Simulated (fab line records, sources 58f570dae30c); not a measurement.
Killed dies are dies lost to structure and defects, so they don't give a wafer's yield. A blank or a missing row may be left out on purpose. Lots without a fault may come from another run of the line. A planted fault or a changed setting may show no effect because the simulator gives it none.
Which tool did it? | flow berkeley_cmos170 | 14 lots, 42 wafers sampled, at 2 steps of a route of 331

WHAT THE GAUGES READ, wafer by wafer
UCB170_SPACER_THK_MEAS_01. Usual: SPACER_TEOS_THK 377 nm, standard deviation 4.8.
lot  | measured     | on            | SPACER_TEOS_THK (nm)    | flag
L157 | day 8 00:02  | film_metro-04 | 367 383 376             |
L161 | day 8 09:42  | film_metro-01 | 382 371 385             |
L159 | day 8 10:06  | film_metro-01 | 371 363 377             |
L160 | day 8 10:22  | film_metro-01 | 375 377 380             |
L163 | day 9 10:50  | film_metro-04 | 376 374 379             |
L166 | day 10 03:46 | film_metro-04 | 377 377 386             |
L169 | day 10 04:25 | film_metro-01 | 375 382 383             |
L164 | day 10 04:31 | film_metro-04 | 372 380 380             |
L167 | day 10 04:36 | film_metro-01 | 381 390 381             |
L172 | day 11 01:04 | film_metro-01 | 328 330 334 328 331 334 | OFF
L175 | day 11 11:37 | film_metro-01 | 327 333 328 328 333 328 | OFF
L176 | day 11 18:50 | film_metro-01 | 370 375 380             |
L179 | day 12 04:46 | film_metro-01 | 378 381 387             |
L177 | day 12 05:05 | film_metro-02 | 379 380 377             |

WHICH TOOL RAN EACH LOT (tool, then ch and the chambers of the sampled wafers, then the start)
lot  | UCB170_SPACER_CVD_00
L157 | pecvd-02 ch 0,1, day 7 23:59
L161 | pecvd-04 ch 0,2, day 8 09:40
L159 | pecvd-01 ch 0,2, day 8 10:04
L160 | pecvd-02 ch 0,2, day 8 10:19
L163 | pecvd-02 ch 0,1, day 9 10:47
L166 | pecvd-01 ch 0,1, day 10 03:41
L169 | pecvd-04 ch 1,2, day 10 04:21
L164 | pecvd-02 ch 0,1,2, day 10 04:28
L167 | pecvd-01 ch 0,1, day 10 04:32
L172 | pecvd-01 ch 1,2, day 11 01:02
L175 | pecvd-01 ch 0,1,2, day 11 11:34
L176 | pecvd-02 ch 0,1, day 11 18:46
L179 | pecvd-04 ch 1,2, day 12 04:43
L177 | pecvd-04 ch 0,1,2, day 12 05:02
- UCB170_SPACER_CVD_00: deposits SiO2 from TEOS/O2, target thk 376 nm, time 47 s.

WHAT THE TOOLS THEMSELVES READ (means of the sampled wafers that have a number; where no wafer has one, the mark that the record gives instead)
UCB170_SPACER_CVD_00. Usual: heater_power_w 285 W, standard deviation 73.
lot  | tool     | heater_power_w (W) | flag
L157 | pecvd-02 | 283                |
L161 | pecvd-04 | 214                |
L159 | pecvd-01 | 272                |
L160 | pecvd-02 | 269                |
L163 | pecvd-02 | 305                |
L166 | pecvd-01 | 247                |
L169 | pecvd-04 | 403                |
L164 | pecvd-02 | 276                |
L167 | pecvd-01 | 224                |
L172 | pecvd-01 | 251                |
L175 | pecvd-01 | 271                |
L176 | pecvd-02 | 254                |
L179 | pecvd-04 | 371                |
L177 | pecvd-04 | 310                |

THE ANSWER, worked out from the rows above alone
Rule: a lot is off if the mean of its wafers that have a number lies more than 3 standard deviations from the usual mean. A lot without any number at a reading at which 4 lots or more have one is off too. The other lots that the step has rows for count as sound. The gauges are gone through in route order, then the tools' own readings, and for those a lot's mean is taken as printed above. The first step at which some lot is off is used, and at that step the reading that is off furthest; a lot without a number counts as furthest.
Off: L172, L175, at UCB170_SPACER_THK_MEAS_01 (SPACER_TEOS_THK).
A tool fits if, at a process step before that reading, it ran every lot that is off, and no sound lot after the first of them. The gauges at UCB170_SPACER_THK_MEAS_01 are tried like those tools. One fits: pecvd-01 at UCB170_SPACER_CVD_00. Its last sound lot is L167 (day 10 04:32), its first lot that is off L172 (day 11 01:02): a fault that began between those two fits.

WHAT THE SIMULATOR HAD PUT IN
Process parameter drift: pecvd-01, from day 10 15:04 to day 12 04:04, at UCB170_SPACER_CVD_00. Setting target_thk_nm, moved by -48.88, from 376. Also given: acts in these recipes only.
Lots struck among those shown: L172, L175. The rule above found the same.
